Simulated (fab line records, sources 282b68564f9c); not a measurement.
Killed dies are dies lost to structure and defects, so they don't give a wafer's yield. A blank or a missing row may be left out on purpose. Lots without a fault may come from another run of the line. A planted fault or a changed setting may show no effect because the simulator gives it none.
Which tool did it? | flow rit_cmos | 13 lots, 39 wafers sampled, at 2 steps of a route of 202

WHAT THE GAUGES READ, wafer by wafer
The record holds no reading of a measuring or inspecting step that can be judged against a usual standard deviation.

WHICH TOOL RAN EACH LOT (tool, then ch and the chambers of the sampled wafers, then the start)
lot  | RIT_REOX_CLEAN_02              | RIT_M1_PROBE_99
L287 | wet_bench-04 ch 2, day 2 14:34 | prober-01, day 3 10:02
L288 | wet_bench-01 ch 1, day 2 20:58 | prober-02, day 3 19:02
L289 | wet_bench-04 ch 2, day 3 03:52 | prober-01, day 3 23:47
L290 | wet_bench-02 ch 1, day 3 07:52 | prober-02, day 4 03:17
L291 | wet_bench-02 ch 1, day 3 10:26 | prober-01, day 4 07:01
L292 | wet_bench-02 ch 1, day 3 17:31 | prober-02, day 4 14:49
L293 | wet_bench-04 ch 1, day 4 00:19 | prober-01, day 4 19:39
L294 | wet_bench-02 ch 3, day 4 01:46 | prober-02, day 4 21:36
L295 | wet_bench-02 ch 1, day 4 06:46 | prober-01, day 5 02:40
L297 | wet_bench-04 ch 3, day 4 16:55 | prober-01, day 5 11:56
L301 | wet_bench-04 ch 3, day 5 11:31 | prober-02, day 6 08:10
L302 | wet_bench-04 ch 1, day 5 16:31 | prober-01, day 6 13:45
L309 | wet_bench-02 ch 3, day 7 03:40 | prober-02, day 8 02:26
- RIT_REOX_CLEAN_02: cleans in SC2, time 600 s.
- RIT_M1_PROBE_99

WHAT THE TOOLS THEMSELVES READ (means of the sampled wafers that have a number; where no wafer has one, the mark that the record gives instead)
RIT_REOX_CLEAN_02. Usual: bath_guard_temp_C 74.9 C, standard deviation 0.41; run_length_s 628 s, standard deviation 4.2.
lot  | tool         | bath_guard_temp_C (C) | run_length_s (s) | flag
L287 | wet_bench-04 | 74.9                  | 624              |
L288 | wet_bench-01 | 74.3                  | 634              |
L289 | wet_bench-04 | 74.9                  | 624              |
L290 | wet_bench-02 | 74.7                  | 634              |
L291 | wet_bench-02 | 74.8                  | 634              |
L292 | wet_bench-02 | 74.8                  | 635              |
L293 | wet_bench-04 | 74.8                  | 626              |
L294 | wet_bench-02 | 75.8                  | 624              |
L295 | wet_bench-02 | 74.8                  | 628              |
L297 | wet_bench-04 | 75.0                  | 583              | OFF
L301 | wet_bench-04 | 75.0                  | 575              | OFF
L302 | wet_bench-04 | 74.5                  | 585              | OFF
L309 | wet_bench-02 | 75.5                  | 625              |

RIT_M1_PROBE_99. Usual: killed_at_contacts 0.1, standard deviation 0.25; killed_at_front_end 6.3, standard deviation 2.9; killed_dies 6.4, standard deviation 2.9; killed_on_rim 1.7, standard deviation 1.4; killed_open 3.3, standard deviation 2.1; killed_short 3.1, standard deviation 1.7.
lot  | tool      | killed_at_contacts | killed_at_front_end | killed_dies | killed_on_rim | killed_open | killed_short | flag
L287 | prober-01 | 0.0                | 6.7                 | 6.7         | 2.0           | 3.3         | 3.3          |
L288 | prober-02 | 0.0                | 5.3                 | 5.3         | 0.7           | 2.0         | 3.3          |
L289 | prober-01 | 0.0                | 5.7                 | 5.7         | 2.3           | 2.7         | 2.7          |
L290 | prober-02 | 0.0                | 8.0                 | 8.0         | 1.0           | 4.0         | 3.3          |
L291 | prober-01 | 0.7                | 4.3                 | 5.0         | 1.0           | 2.7         | 2.3          |
L292 | prober-02 | 0.0                | 3.3                 | 3.3         | 1.0           | 1.0         | 2.3          |
L293 | prober-01 | 0.0                | 5.7                 | 5.7         | 1.7           | 3.7         | 2.0          |
L294 | prober-02 | 0.0                | 7.3                 | 7.3         | 2.3           | 3.7         | 3.7          |
L295 | prober-01 | 0.0                | 6.7                 | 6.7         | 3.3           | 3.3         | 3.3          |
L297 | prober-01 | 0.0                | 9.3                 | 9.3         | 2.7           | 6.0         | 3.3          |
L301 | prober-02 | 0.0                | 7.0                 | 7.0         | 3.0           | 3.0         | 4.0          |
L302 | prober-01 | 0.3                | 8.3                 | 8.7         | 2.0           | 3.0         | 5.7          |
L309 | prober-02 | 0.3                | 6.3                 | 6.7         | 2.7           | 4.0         | 2.7          |

THE ANSWER, worked out from the rows above alone
Rule: a lot is off if the mean of its wafers that have a number lies more than 3 standard deviations from the usual mean. A lot without any number at a reading at which 4 lots or more have one is off too. The other lots that the step has rows for count as sound. The gauges are gone through in route order, then the tools' own readings, and for those a lot's mean is taken as printed above. The first step at which some lot is off is used, and at that step the reading that is off furthest; a lot without a number counts as furthest.
Off: L297, L301, L302, at RIT_REOX_CLEAN_02 (run_length_s).
A tool fits if, at that step or a process step before it, it ran every lot that is off, and no sound lot after the first of them. One fits: wet_bench-04 at RIT_REOX_CLEAN_02. Its last sound lot is L293 (day 4 00:19), its first lot that is off L297 (day 4 16:55): a fault that began between those two fits.
The tool's own readings at RIT_REOX_CLEAN_02 bear it out: on the lots that are off they differ by more than 5 times the standard deviation of the sound lots' means. run_length_s reads 581 s there against 629 s on the sound lots.

WHAT THE SIMULATOR HAD PUT IN
Process parameter drift: wet_bench-04, from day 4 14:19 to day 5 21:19, at RIT_REOX_CLEAN_02. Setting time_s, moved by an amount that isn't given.
Lots struck among those shown: L297, L301, L302. The rule above found the same.
